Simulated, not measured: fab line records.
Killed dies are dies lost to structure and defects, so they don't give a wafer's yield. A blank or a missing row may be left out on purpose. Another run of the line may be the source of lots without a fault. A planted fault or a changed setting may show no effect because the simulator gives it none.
fab line records -- flow berkeley_cmos170
record lots=5, wafers=15, last_day=13
route steps=331 shown CONTACT@226 M1@238 V1@254
lots with no fault: from the same line, run without faults
start_h: hours from the record's first day to the start of the lot's first wafer shown -- wait_h: hours from the lot's prior step to this one -- " repeats the value in the row above -- L1.1+2: a single row standing in for several wafers -- - either no value or no given start -- * or withheld: withheld -- < > ~ a bound
route shown NAME@n: NAME is a module with steps in the file, n the number in the route of the first one -- usual: mean/standard deviation of fault-free wafers -- same: alike in all rows -- chamber/n: place in a boat -- sites: the reading at each site -- _std_site: how widely they spread, as a standard deviation -- _edge_site: the outer-site mean with the inner-site mean subtracted -- radius_mm: how far each site lies from the wafer's centre -- mask NAME#n: copy n -- behind: the last tool/chamber to shape the wafer -- hold: reason for holding the lot/hours on hold/outcome of the hold -- device: transistor that didn't switch, given as n, p or np -- end of line: the route-end tests of the same wafers -- step lacking rows: just its recipe -- killed: not the wafer's yield, but the dies lost to structure and defects at the first sort -- map: a wafer's dies, x killed, . not, _ none there
set.NAME: the setting the step ran with; set.NAME@STEP: the setting that earlier step ran with -- model.NAME: the simulator's own value behind a step, which no gauge read
lots at selected steps of the route; one table per step, one row per wafer
services: the hour from which a tool's chamber was out of use, counted from the record's first day as start_h (under 0 if before that day), plus the number of hours and why
## steps
# step UCB170_CONTACT_COAT_10
# recipe resist=KrF, spin_rpm=1500, resist_thk_nm=900
# step UCB170_CONTACT_SOFTBAKE_11
# recipe resist=KrF, temp_c=130, time_s=60
# step UCB170_CONTACT_EXPOSE_12
# recipe mask_id=CONT, target_cd_nm=700, na=0.5, sigma_outer=0.6, source_shape=conventional, dose_mj=35
# step UCB170_CONTACT_PEB_13
# recipe peb_temp_c=130, peb_time_s=withheld, resist=KrF
# step UCB170_CONTACT_DEVELOP_14
# recipe developer=TMAH, develop_time_s=45, resist=KrF, dev_temp_c=21
# step UCB170_CONTACT_CD_MEAS_15
# recipe target_cd_nm=700
# usual cd_nm=700.0/1.7
lot.wafer,tool,chamber,start_h,wait_h,cd_nm
L522.2,cd_sem-02,-,156.08,-,698.7
L522.4,cd_sem-02,-,156.08,-,698.8
L522.6,cd_sem-02,-,156.08,-,698.7
L526.2,cd_sem-02,-,184.09,-,697.8
L526.4,cd_sem-02,-,184.09,-,698.6
L526.6,cd_sem-02,-,184.09,-,698.8
L525.3,cd_sem-02,-,188.08,-,699.5
L525.4,cd_sem-02,-,188.08,-,700.5
L525.5,cd_sem-02,-,188.08,-,698.9
L533.3,cd_sem-02,-,232.37,-,697.8
L533.4,cd_sem-02,-,232.37,-,698.0
L533.6,cd_sem-02,-,232.37,-,699.2
L541.2,cd_sem-01,-,274.80,-,700.4
L541.4,cd_sem-01,-,274.80,-,700.2
L541.5,cd_sem-01,-,274.80,-,700.0
# step UCB170_CONTACT_OVL_MEAS_16
# usual CONTACT_OVL=-3/4.8
lot.wafer,tool,chamber,start_h,wait_h,CONTACT_OVL[nm]
L522.2,overlay-01,-,156.22,0.1,-9
L522.4,overlay-01,-,156.22,0.1,-5
L522.6,overlay-01,-,156.22,0.1,0
L526.2,overlay-02,-,184.19,0.1,-5
L526.4,overlay-02,-,184.19,0.1,0
L526.6,overlay-02,-,184.19,0.1,4
L525.3,overlay-01,-,188.18,0.1,10
L525.4,overlay-01,-,188.18,0.1,-6
L525.5,overlay-01,-,188.18,0.1,2
L533.3,overlay-02,-,232.46,0.1,-4
L533.4,overlay-02,-,232.46,0.1,-2
L533.6,overlay-02,-,232.46,0.1,0
L541.2,overlay-02,-,274.91,0.1,-4
L541.4,overlay-02,-,274.91,0.1,3
L541.5,overlay-02,-,274.91,0.1,-9
# step UCB170_CONTACT_ETCH_17
# recipe chemistry=N2/H2, target_depth_a=withheld, overetch_a=withheld, target=BARC, time_s=withheld, source_w=500, bias_w=103.2, pressure_mtorr=30, n2_flow_sccm=100, h2_flow_sccm=200
# step UCB170_CONTACT_ETCH_18
# recipe chemistry=CHF3/CF4/Ar, target=PSG, stop_on=TiSi2, CHF3_flow_sccm=45, cf4_flow_sccm=15, Ar_flow_sccm=150, pressure_mtorr=200, rf_w=700, target_depth_a=8400, over_etch_frac=0.2, time_s=195
# usual drypump_motor_current_A=5.7/0.45, oes_product_au=0.894/0.015, throttle_valve_pct=6.95/0.14
lot.wafer,tool,chamber,start_h,wait_h,drypump_motor_current_A,oes_product_au,rf_hours_counter_h,throttle_valve_pct
L522.2,rie_diel-01,1,-,-,5.0,0.914,20,6.76
L522.4,rie_diel-01,0,-,-,6.8,0.865,-,6.73
L522.6,rie_diel-01,3,-,-,6.6,0.896,-,7.15
L526.2,rie_diel-04,2,-,-,5.9,0.869,66,7.04
L526.4,rie_diel-04,1,-,-,5.6,0.863,135,7.10
L526.6,rie_diel-04,2,-,-,5.9,0.876,-,7.04
L525.3,rie_diel-02,1,-,-,5.6,0.903,6,7.01
L525.4,rie_diel-02,0,-,-,5.5,0.917,76,7.09
L525.5,rie_diel-02,3,-,-,5.7,0.888,-,6.73
L533.3,rie_diel-04,3,-,-,5.8,0.886,11,6.97
L533.4,rie_diel-04,1,-,-,5.6,0.879,137,7.11
L533.6,rie_diel-04,2,-,-,5.9,0.883,-,7.03
L541.2,rie_diel-04,3,-,-,5.8,0.882,13,6.97
L541.4,rie_diel-04,2,-,-,5.9,0.875,-,7.03
L541.5,rie_diel-04,3,-,-,5.8,0.888,-,6.97
# step UCB170_CONTACT_STRIP_19
# recipe chemistry=O2, power_w=400, pressure_mtorr=3500, platen_temp_c=withheld, o2_flow_sccm=400, overash_fraction=0.5
# usual drypump_motor_current_A=5.8/0.55, oes_product_au=0.725/0.0044
lot.wafer,tool,chamber,start_h,wait_h,drypump_motor_current_A,oes_product_au,rf_hours_counter_h
L522.2,plasma_asher-01,0,156.42,-,4.9,0.720,47
L522.4,plasma_asher-01,0,156.42,-,4.9,0.724,-
L522.6,plasma_asher-01,0,156.42,-,5.0,0.720,-
L526.2,plasma_asher-03,1,184.39,-,6.0,0.723,42
L526.4,plasma_asher-03,0,184.39,-,6.3,0.729,-
L526.6,plasma_asher-03,0,184.39,-,6.3,0.730,-
L525.3,plasma_asher-03,0,188.40,-,6.2,0.724,-
L525.4,plasma_asher-03,1,188.40,-,6.0,0.725,-
L525.5,plasma_asher-03,0,188.40,-,6.3,0.724,-
L533.3,plasma_asher-01,1,232.68,-,6.6,0.728,-
L533.4,plasma_asher-01,0,232.68,-,5.0,0.723,-
L533.6,plasma_asher-01,1,232.68,-,6.6,0.722,-
L541.2,plasma_asher-01,0,275.10,-,4.9,0.720,60
L541.4,plasma_asher-01,1,275.10,-,6.6,0.733,-
L541.5,plasma_asher-01,0,275.10,-,5.0,0.721,-
# step UCB170_CONTACT_CD_MEAS_90
# recipe target_cd_nm=700
# usual cd_nm=699.9/1.8
lot.wafer,tool,chamber,start_h,wait_h,cd_nm
L522.2,cd_sem-01,-,156.54,0.1,699.2
L522.4,cd_sem-01,-,156.54,0.1,699.1
L522.6,cd_sem-01,-,156.54,0.1,699.0
L526.2,cd_sem-02,-,184.51,0.1,697.5
L526.4,cd_sem-02,-,184.51,0.1,698.6
L526.6,cd_sem-02,-,184.51,0.1,698.9
L525.3,cd_sem-02,-,188.51,0.1,699.2
L525.4,cd_sem-02,-,188.51,0.1,700.0
L525.5,cd_sem-02,-,188.51,0.1,698.4
L533.3,cd_sem-02,-,233.09,0.4,698.1
L533.4,cd_sem-02,-,233.09,0.4,698.0
L533.6,cd_sem-02,-,233.09,0.4,700.4
L541.2,cd_sem-02,-,275.22,0.1,700.7
L541.4,cd_sem-02,-,275.22,0.1,700.2
L541.5,cd_sem-02,-,275.22,0.1,699.8
# step UCB170_CONTACT_CLEAN_20
# recipe chemistry=SPM, temp_c=120, time_s=600
# step UCB170_M1_SPUTTER_00
# recipe material=Al, target_thk_nm=600, time_s=80, power_w=6000, chamber_pressure_pa=0.5
# usual throttle_valve_pct=30.3/1.1
lot.wafer,tool,chamber,start_h,wait_h,throttle_valve_pct,model.Al_of_M1_SPUTTER_00.thk_nm
L522.2,pvd_sputter-02,-,156.98,0.0,28.5,600
L522.4,pvd_sputter-02,-,156.98,0.0,30.3,600.7
L522.6,pvd_sputter-02,-,156.98,0.0,29.3,601.6
L526.2,pvd_sputter-01,-,184.80,0.0,29.1,594.8
L526.4,pvd_sputter-01,-,184.80,0.0,30.6,604.1
L526.6,pvd_sputter-01,-,184.80,0.0,31.3,762.3
L525.3,pvd_sputter-02,-,188.76,0.0,29.4,603.6
L525.4,pvd_sputter-02,-,188.76,0.0,30.7,606.2
L525.5,pvd_sputter-02,-,188.76,0.0,29.3,604.3
L533.3,pvd_sputter-03,-,233.61,0.0,29.8,606
L533.4,pvd_sputter-03,-,233.61,0.0,29.9,599.4
L533.6,pvd_sputter-03,-,233.61,0.0,29.8,607.6
L541.2,pvd_sputter-01,-,275.57,0.0,30.8,607.3
L541.4,pvd_sputter-01,-,275.57,0.0,29.3,600.8
L541.5,pvd_sputter-01,-,275.57,0.0,31.4,602.5
# step UCB170_M1_RS_MEAS_01
# recipe thk_meas_gauge=four-point-probe, reads=Al_of_M1_SPUTTER_00
# usual M1_AL_RS=0.0486/0.00043
lot.wafer,tool,chamber,start_h,wait_h,M1_AL_RS[ohm/sq]
L522.2,film_metro-04,-,157.06,0.1,0.0484
L522.4,film_metro-04,-,157.06,0.1,0.0485
L522.6,film_metro-04,-,157.06,0.1,0.0484
L526.2,film_metro-04,-,184.88,0.1,0.0489
L526.4,film_metro-04,-,184.88,0.1,0.0482
L526.6,film_metro-04,-,184.88,0.1,0.0382
L525.3,film_metro-03,-,188.86,0.1,0.0482
L525.4,film_metro-03,-,188.86,0.1,0.0479
L525.5,film_metro-03,-,188.86,0.1,0.0481
L533.3,film_metro-04,-,233.71,0.1,0.0480
L533.4,film_metro-04,-,233.71,0.1,0.0487
L533.6,film_metro-04,-,233.71,0.1,0.0479
L541.2,film_metro-04,-,275.65,0.1,0.0479
L541.4,film_metro-04,-,275.65,0.1,0.0484
L541.5,film_metro-04,-,275.65,0.1,0.0482
# step UCB170_M1_THK_MEAS_02
# recipe thk_meas_gauge=xrf, reads=Al_of_M1_SPUTTER_00
# usual M1_AL_THK=606/5.3
lot.wafer,tool,chamber,start_h,wait_h,M1_AL_THK[nm]
L522.2,film_metro-04,-,157.17,0.1,605
L522.4,film_metro-04,-,157.17,0.1,609
L522.6,film_metro-04,-,157.17,0.1,612
L526.2,film_metro-04,-,184.99,0.1,603
L526.4,film_metro-04,-,184.99,0.1,615
L526.6,film_metro-04,-,184.99,0.1,775
L525.3,film_metro-03,-,188.96,0.1,611
L525.4,film_metro-03,-,188.96,0.1,615
L525.5,film_metro-03,-,188.96,0.1,612
L533.3,film_metro-04,-,233.81,0.1,611
L533.4,film_metro-04,-,233.81,0.1,605
L533.6,film_metro-04,-,233.81,0.1,619
L541.2,film_metro-04,-,275.76,0.1,617
L541.4,film_metro-04,-,275.76,0.1,609
L541.5,film_metro-04,-,275.76,0.1,615
# step UCB170_M1_COAT_03
# recipe resist=BARC, temp_c=withheld, time_s=withheld, spin_rpm=3000, resist_thk_nm=withheld
# step UCB170_M1_COAT_04
# recipe resist=KrF, spin_rpm=1536, resist_thk_nm=900
# step UCB170_M1_SOFTBAKE_05
# recipe resist=KrF, temp_c=130, time_s=60
# step UCB170_M1_EXPOSE_06
# recipe mask_id=METAL1, target_cd_nm=700, na=0.5, sigma_outer=0.6, source_shape=conventional, dose_mj=21
# step UCB170_M1_PEB_07
# recipe peb_temp_c=130, peb_time_s=withheld, resist=KrF
# step UCB170_M1_DEVELOP_08
# recipe developer=TMAH, develop_time_s=45, resist=KrF, dev_temp_c=21
# step UCB170_M1_CD_MEAS_09
# recipe target_cd_nm=700
# usual cd_nm=699.8/1.4
lot.wafer,tool,chamber,start_h,wait_h,cd_nm
L522.2,cd_sem-02,-,158.21,-,698.9
L522.4,cd_sem-02,-,158.21,-,698.3
L522.6,cd_sem-02,-,158.21,-,699.4
L526.2,cd_sem-02,-,185.91,-,697.1
L526.4,cd_sem-02,-,185.91,-,698.7
L526.6,cd_sem-02,-,185.91,-,698.4
L525.3,cd_sem-02,-,190.01,-,699.1
L525.4,cd_sem-02,-,190.01,-,699.3
L525.5,cd_sem-02,-,190.01,-,697.5
L533.3,cd_sem-02,-,235.50,-,700.4
L533.4,cd_sem-02,-,235.50,-,701.6
L533.6,cd_sem-02,-,235.50,-,701.9
L541.2,cd_sem-01,-,276.95,-,699.2
L541.4,cd_sem-01,-,276.95,-,698.9
L541.5,cd_sem-01,-,276.95,-,699.5
# step UCB170_M1_OVL_MEAS_10
# usual M1_OVL=5/5
lot.wafer,tool,chamber,start_h,wait_h,M1_OVL[nm]
L522.2,overlay-01,-,158.31,0.1,2
L522.4,overlay-01,-,158.31,0.1,1
L522.6,overlay-01,-,158.31,0.1,4
L526.2,overlay-01,-,186.01,0.1,7
L526.4,overlay-01,-,186.01,0.1,2
L526.6,overlay-01,-,186.01,0.1,7
L525.3,overlay-01,-,190.10,0.1,3
L525.4,overlay-01,-,190.10,0.1,2
L525.5,overlay-01,-,190.10,0.1,4
L533.3,overlay-02,-,235.59,0.1,7
L533.4,overlay-02,-,235.59,0.1,13
L533.6,overlay-02,-,235.59,0.1,14
L541.2,overlay-02,-,277.06,0.1,4
L541.4,overlay-02,-,277.06,0.1,4
L541.5,overlay-02,-,277.06,0.1,19
# step UCB170_M1_ETCH_11
# recipe chemistry=N2/H2, target_depth_a=withheld, overetch_a=withheld, target=BARC, time_s=withheld, source_w=500, bias_w=100, pressure_mtorr=30, n2_flow_sccm=100, h2_flow_sccm=200
# usual drypump_motor_current_A=5.7/0.45, oes_product_au=0.994/0.014, throttle_valve_pct=13.31/0.19
lot.wafer,tool,chamber,start_h,wait_h,drypump_motor_current_A,oes_product_au,throttle_valve_pct
L522.2,rie_diel-01,3,158.34,0.0,6.5,0.996,13.60
L522.4,rie_diel-01,1,158.34,0.0,5.0,1.024,13.04
L522.6,rie_diel-01,3,158.34,0.0,6.6,0.991,13.61
L526.2,rie_diel-01,2,186.04,0.0,5.7,1.015,13.49
L526.4,rie_diel-01,0,186.04,0.0,6.8,0.965,13.07
L526.6,rie_diel-01,3,186.04,0.0,6.6,0.994,13.61
L525.3,rie_diel-03,1,190.13,0.0,5.9,0.981,13.07
L525.4,rie_diel-03,3,190.13,0.0,5.6,1.002,13.34
L525.5,rie_diel-03,2,190.13,0.0,5.2,1.006,13.38
L533.3,rie_diel-04,0,235.62,0.0,5.6,0.974,13.41
L533.4,rie_diel-04,2,235.62,0.0,5.9,0.992,13.51
L533.6,rie_diel-04,0,235.62,0.0,5.5,0.999,13.39
L541.2,rie_diel-03,2,277.09,0.0,5.2,0.994,13.36
L541.4,rie_diel-03,0,277.09,0.0,5.3,0.993,13.07
L541.5,rie_diel-03,3,277.09,0.0,5.6,0.980,13.32
# step UCB170_M1_METAL_ETCH_12
# recipe chemistry=Cl2/BCl3, target=Al, stop_on=PSG, pressure_mtorr=12, target_depth_a=7800, over_etch_frac=0.3, time_s=130, icp_w=600, bias_w=120, Cl2_flow_sccm=90, bcl3_flow_sccm=45
# usual drypump_motor_current_A=5.79/0.22, oes_product_au=0.855/0.013, throttle_valve_pct=24.46/0.2
lot.wafer,tool,chamber,start_h,wait_h,drypump_motor_current_A,oes_product_au,rf_hours_counter_h,throttle_valve_pct
L522.2,rie_metal-03,0,158.38,-,5.83,0.853,12,24.76
L522.4,rie_metal-03,0,158.38,-,5.83,0.857,-,24.74
L522.6,rie_metal-03,1,158.38,-,6.09,0.849,-,24.22
L526.2,rie_metal-04,1,186.08,-,5.97,0.868,9,24.66
L526.4,rie_metal-04,0,186.08,-,5.59,0.870,-,24.31
L526.6,rie_metal-04,1,186.08,-,5.96,1.003,-,24.59
L525.3,rie_metal-01,1,190.21,-,5.45,0.850,-,24.37
L525.4,rie_metal-01,0,190.21,-,5.65,0.841,-,24.34
L525.5,rie_metal-01,0,190.21,-,5.65,0.836,-,24.34
L533.3,rie_metal-04,1,235.70,-,5.97,0.878,-,24.65
L533.4,rie_metal-04,0,235.70,-,5.58,0.860,-,24.29
L533.6,rie_metal-04,1,235.70,-,5.96,0.873,-,24.66
L541.2,rie_metal-04,1,277.13,-,5.96,0.878,11,24.65
L541.4,rie_metal-04,0,277.13,-,5.57,0.869,-,24.32
L541.5,rie_metal-04,0,277.13,-,5.57,0.861,-,24.29
# step UCB170_M1_STRIP_13
# recipe chemistry=O2, power_w=400, pressure_mtorr=3500, platen_temp_c=withheld, o2_flow_sccm=400, overash_fraction=0.5
# usual drypump_motor_current_A=5.7/0.47, oes_product_au=0.720/0.0045
lot.wafer,tool,chamber,start_h,wait_h,drypump_motor_current_A,oes_product_au,rf_hours_counter_h
L522.2,plasma_asher-02,0,158.52,0.1,5.2,0.716,41
L522.4,plasma_asher-02,1,158.52,0.1,5.4,0.714,-
L522.6,plasma_asher-02,0,158.52,0.1,5.2,0.725,-
L526.2,plasma_asher-03,0,186.22,0.1,6.2,0.725,42
L526.4,plasma_asher-03,0,186.22,0.1,6.2,0.722,-
L526.6,plasma_asher-03,0,186.22,0.1,6.2,0.719,-
L525.3,plasma_asher-04,0,190.34,0.1,6.6,0.729,-
L525.4,plasma_asher-04,1,190.34,0.1,5.6,0.715,-
L525.5,plasma_asher-04,1,190.34,0.1,5.6,0.722,-
L533.3,plasma_asher-02,0,235.82,0.1,5.2,0.722,-
L533.4,plasma_asher-02,1,235.82,0.1,5.4,0.722,-
L533.6,plasma_asher-02,0,235.82,0.1,5.2,0.724,-
L541.2,plasma_asher-03,0,277.26,0.1,6.2,0.718,52
L541.4,plasma_asher-03,1,277.26,0.1,6.0,0.715,-
L541.5,plasma_asher-03,0,277.26,0.1,6.2,0.717,-
# step UCB170_M1_CD_MEAS_90
# recipe target_cd_nm=700
# usual cd_nm=699.6/1.7
lot.wafer,tool,chamber,start_h,wait_h,cd_nm
L522.2,cd_sem-01,-,158.64,0.1,698.1
L522.4,cd_sem-01,-,158.64,0.1,698.7
L522.6,cd_sem-01,-,158.64,0.1,698.4
L526.2,cd_sem-01,-,186.34,0.1,696.4
L526.4,cd_sem-01,-,186.34,0.1,698.1
L526.6,cd_sem-01,-,186.34,0.1,698.0
L525.3,cd_sem-01,-,190.44,0.1,698.5
L525.4,cd_sem-01,-,190.44,0.1,701.1
L525.5,cd_sem-01,-,190.44,0.1,697.4
L533.3,cd_sem-02,-,235.93,0.1,697.7
L533.4,cd_sem-02,-,235.93,0.1,699.9
L533.6,cd_sem-02,-,235.93,0.1,700.0
L541.2,cd_sem-02,-,277.38,0.1,701.2
L541.4,cd_sem-02,-,277.38,0.1,702.3
L541.5,cd_sem-02,-,277.38,0.1,700.9
# step UCB170_M1_ANNEAL_14
# recipe temp_c=400, time_s=1200, ambient=forming_gas
# step UCB170_V1_CVD_00
# recipe material=SiO2, target_thk_nm=2000, temp_c=390, precursor=TEOS/O2, time_s=250, rf_w=550, pressure_mtorr=9000
# usual heater_power_w=218/49
lot.wafer,tool,chamber,start_h,wait_h,heater_power_w
L522.2,pecvd-03,0,164.31,0.0,261
L522.4,pecvd-03,0,164.31,0.0,180
L522.6,pecvd-03,1,164.31,0.0,145
L526.2,pecvd-01,0,188.41,0.0,250
L526.4,pecvd-01,1,188.41,0.0,158
L526.6,pecvd-01,0,188.41,0.0,173
L525.3,pecvd-01,0,198.01,0.0,242
L525.4,pecvd-01,2,198.01,0.0,169
L525.5,pecvd-01,1,198.01,0.0,158
L533.3,pecvd-01,2,240.21,0.2,232
L533.4,pecvd-01,2,240.21,0.2,167
L533.6,pecvd-01,0,240.21,0.2,170
L541.2,pecvd-01,2,283.00,0.0,237
L541.4,pecvd-01,0,283.00,0.0,182
L541.5,pecvd-01,2,283.00,0.0,160
# step UCB170_V1_THK_MEAS_01
# recipe reads=SiO2_of_V1_CVD_00
# usual V1_TEOS_THK=2005/24
lot.wafer,tool,chamber,start_h,wait_h,V1_TEOS_THK[nm]
L522.2,film_metro-03,-,164.47,0.1,1961
L522.4,film_metro-03,-,164.47,0.1,2008
L522.6,film_metro-03,-,164.47,0.1,1992
L526.2,film_metro-02,-,188.57,0.1,2007
L526.4,film_metro-02,-,188.57,0.1,2041
L526.6,film_metro-02,-,188.57,0.1,2006
L525.3,film_metro-02,-,198.18,0.1,2008
L525.4,film_metro-02,-,198.18,0.1,2028
L525.5,film_metro-02,-,198.18,0.1,2026
L533.3,film_metro-04,-,240.41,0.1,1991
L533.4,film_metro-04,-,240.41,0.1,2010
L533.6,film_metro-04,-,240.41,0.1,2013
L541.2,film_metro-02,-,283.17,0.1,1989
L541.4,film_metro-02,-,283.17,0.1,2011
L541.5,film_metro-02,-,283.17,0.1,1995
# step UCB170_V1_CMP_02
# recipe material=SiO2, down_force_psi=6, platen_rpm=60, pad_velocity_m_s=0.75398
# step UCB170_V1_BOW_MEAS_03
# recipe mode=bow
# usual V1_BOW=20/6.3
lot.wafer,tool,chamber,start_h,wait_h,V1_BOW[um]
L522.2,film_metro-04,-,165.14,0.2,27
L522.4,film_metro-04,-,165.14,0.2,6
L522.6,film_metro-04,-,165.14,0.2,22
L526.2,film_metro-02,-,188.94,0.2,29
L526.4,film_metro-02,-,188.94,0.2,10
L526.6,film_metro-02,-,188.94,0.2,17
L525.3,film_metro-03,-,198.56,0.1,15
L525.4,film_metro-03,-,198.56,0.1,11
L525.5,film_metro-03,-,198.56,0.1,8
L533.3,film_metro-04,-,241.21,0.3,18
L533.4,film_metro-04,-,241.21,0.3,22
L533.6,film_metro-04,-,241.21,0.3,39
L541.2,film_metro-02,-,283.54,0.2,27
L541.4,film_metro-02,-,283.54,0.2,29
L541.5,film_metro-02,-,283.54,0.2,24
# step UCB170_V1_THK_MEAS_04
# recipe reads=SiO2_of_V1_CVD_00
# usual V1_POLISHED_THK=999.8/1.1
lot.wafer,tool,chamber,start_h,wait_h,V1_POLISHED_THK[nm]
L522.2,film_metro-04,-,165.25,0.1,999.2
L522.4,film_metro-04,-,165.25,0.1,1000.2
L522.6,film_metro-04,-,165.25,0.1,1000.3
L526.2,film_metro-02,-,189.05,0.1,999.0
L526.4,film_metro-02,-,189.05,0.1,1001.0
L526.6,film_metro-02,-,189.05,0.1,1000.1
L525.3,film_metro-03,-,198.66,0.1,998.2
L525.4,film_metro-03,-,198.66,0.1,999.0
L525.5,film_metro-03,-,198.66,0.1,998.8
L533.3,film_metro-04,-,241.31,0.1,1000.9
L533.4,film_metro-04,-,241.31,0.1,1001.2
L533.6,film_metro-04,-,241.31,0.1,999.3
L541.2,film_metro-02,-,283.65,0.1,1001.1
L541.4,film_metro-02,-,283.65,0.1,1000.1
L541.5,film_metro-02,-,283.65,0.1,1001.5
# step UCB170_V1_CLEAN_05
# recipe chemistry=DIW
# step UCB170_V1_HMDS_06
# recipe prime_time_s=60, prime_temp_c=100
# step UCB170_V1_COAT_07
# recipe resist=KrF, spin_rpm=1500, resist_thk_nm=900
# step UCB170_V1_SOFTBAKE_08
# recipe resist=KrF, temp_c=130, time_s=60
# step UCB170_V1_EXPOSE_09
# recipe mask_id=VIA1, target_cd_nm=700, na=0.5, sigma_outer=0.6, source_shape=conventional, dose_mj=37
# step UCB170_V1_PEB_10
# recipe peb_temp_c=129.1, peb_time_s=withheld, resist=KrF
# step UCB170_V1_DEVELOP_11
# recipe developer=TMAH, develop_time_s=45, resist=KrF, dev_temp_c=21
# step UCB170_V1_CD_MEAS_12
# recipe target_cd_nm=700
# usual cd_nm=699.9/1.6
lot.wafer,tool,chamber,start_h,wait_h,cd_nm
L522.2,cd_sem-01,-,167.07,-,700.5
L522.4,cd_sem-01,-,167.07,-,700.6
L522.6,cd_sem-01,-,167.07,-,700.7
L526.2,cd_sem-02,-,190.48,-,698.7
L526.4,cd_sem-02,-,190.48,-,698.1
L526.6,cd_sem-02,-,190.48,-,698.5
L525.3,cd_sem-02,-,200.11,-,699.6
L525.4,cd_sem-02,-,200.11,-,700.1
L525.5,cd_sem-02,-,200.11,-,700.5
L533.3,cd_sem-02,-,242.94,-,699.7
L533.4,cd_sem-02,-,242.94,-,699.7
L533.6,cd_sem-02,-,242.94,-,699.1
L541.2,cd_sem-02,-,288.46,-,698.3
L541.4,cd_sem-02,-,288.46,-,697.5
L541.5,cd_sem-02,-,288.46,-,696.6
# step UCB170_V1_OVL_MEAS_13
# usual V1_OVL=-4/5.2
lot.wafer,tool,chamber,start_h,wait_h,V1_OVL[nm]
L522.2,overlay-01,-,167.18,0.1,-9
L522.4,overlay-01,-,167.18,0.1,-7
L522.6,overlay-01,-,167.18,0.1,-3
L526.2,overlay-01,-,190.59,0.1,2
L526.4,overlay-01,-,190.59,0.1,10
L526.6,overlay-01,-,190.59,0.1,2
L525.3,overlay-01,-,200.20,0.1,-6
L525.4,overlay-01,-,200.20,0.1,-2
L525.5,overlay-01,-,200.20,0.1,-1
L533.3,overlay-02,-,243.03,0.1,-10
L533.4,overlay-02,-,243.03,0.1,-1
L533.6,overlay-02,-,243.03,0.1,-6
L541.2,overlay-02,-,288.57,0.1,-9
L541.4,overlay-02,-,288.57,0.1,-12
L541.5,overlay-02,-,288.57,0.1,-9
# step UCB170_V1_ETCH_14
# recipe chemistry=CHF3/CF4/Ar, target=SiO2, stop_on=Al, CHF3_flow_sccm=45, cf4_flow_sccm=15, Ar_flow_sccm=150, pressure_mtorr=200, rf_w=700, target_depth_a=12500, over_etch_frac=0.25, time_s=291
# usual drypump_motor_current_A=5.6/0.5, oes_product_au=0.877/0.013, throttle_valve_pct=6.94/0.16
lot.wafer,tool,chamber,start_h,wait_h,drypump_motor_current_A,oes_product_au,rf_hours_counter_h,throttle_valve_pct,model.Al_of_M1_SPUTTER_00.thk_nm
L522.2,rie_diel-02,1,167.21,0.0,5.6,0.882,5,7.03,600
L522.4,rie_diel-02,3,167.21,0.0,5.8,0.874,10,6.75,600.7
L522.6,rie_diel-02,0,167.21,0.0,5.5,0.895,-,7.13,601.6
L526.2,rie_diel-01,3,190.62,0.0,6.6,0.876,43,7.18,594.8
L526.4,rie_diel-01,0,190.62,0.0,6.8,0.851,9,6.77,604.1
L526.6,rie_diel-01,2,190.62,0.0,5.7,0.864,-,7.13,762.2
L525.3,rie_diel-02,1,200.22,0.0,5.6,0.878,6,7.03,603.6
L525.4,rie_diel-02,0,200.22,0.0,5.5,0.896,77,7.11,606.2
L525.5,rie_diel-02,2,200.22,0.0,5.1,0.889,-,6.87,604.3
L533.3,rie_diel-02,0,243.05,0.0,5.5,0.895,79,7.12,606
L533.4,rie_diel-02,1,243.05,0.0,5.6,0.880,9,7.06,599.4
L533.6,rie_diel-02,1,243.05,0.0,5.6,0.874,-,7.03,607.6
L541.2,rie_diel-03,1,288.60,0.0,5.9,0.870,11,6.79,607.3
L541.4,rie_diel-03,2,288.60,0.0,5.2,0.869,3,7.10,600.5
L541.5,rie_diel-03,1,288.60,0.0,5.9,0.869,-,6.80,602.5
## services
tool,chamber,start_h,hours,kind
rie_diel-01,-,133.07,14.6,pm
pecvd-03,0,145.26,4.6,repair
rie_metal-04,0,149.87,21.5,repair
plasma_asher-02,-,150.46,2.8,pm
rie_diel-03,1,153.07,10.0,repair
plasma_asher-04,-,153.72,8.6,repair
rie_diel-02,3,154.08,1.4,repair
rie_diel-01,2,154.18,4.9,repair
rie_diel-04,3,158.59,4.3,repair
rie_diel-02,2,178.29,4.7,repair
pvd_sputter-01,-,205.96,1.3,repair
rie_diel-02,3,216.03,5.9,repair
plasma_asher-03,-,219.91,0.7,repair
pvd_sputter-02,-,220.33,9.2,repair
rie_metal-04,0,220.65,4.3,repair
rie_diel-03,-,228.66,0.5,repair
rie_diel-03,-,241.48,15.6,pm
pecvd-01,-,242.50,14.0,pm
rie_diel-02,-,247.88,0.2,repair
rie_diel-02,2,252.60,14.7,repair
plasma_asher-02,-,284.74,0.5,repair
pvd_sputter-02,-,284.87,3.6,repair
pecvd-01,-,284.87,2.8,pm
rie_diel-01,1,287.91,2.6,repair
## key
first_sign step=UCB170_M1_RS_MEAS_01, reading=M1_AL_RS, direction=down, sigmas=24, usual=0.0486, struck=0.0382
effect step=UCB170_M1_THK_MEAS_02, reading=M1_AL_THK, direction=up, sigmas=32, usual=606, struck=775
effect step=UCB170_M1_METAL_ETCH_12, reading=oes_product_au, direction=up, sigmas=11, usual=0.855, struck=1.003
model_effect step=UCB170_M1_SPUTTER_00, value=Al_of_M1_SPUTTER_00.thk_nm, without=598.3, struck=762.3
model_effect step=UCB170_V1_ETCH_14, value=Al_of_M1_SPUTTER_00.thk_nm, without=598.2, struck=762.2
met_at UCB170_M1_SPUTTER_00
struck_wafers L526.6
sort_left_out L526.6
fault kind=process_parameter_drift, tool=pvd_sputter-01, chamber=-, onset_h=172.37, steps=UCB170_M1_SPUTTER_00, channel=time_s, offset=*, shape=step, end_h=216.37, acts_in=*, stated=*, scope=struck_wafers_only
# sort_left_out: the simulated sort isn't trusted on such a fault, so these wafers' sort isn't shown, and their yield isn't known
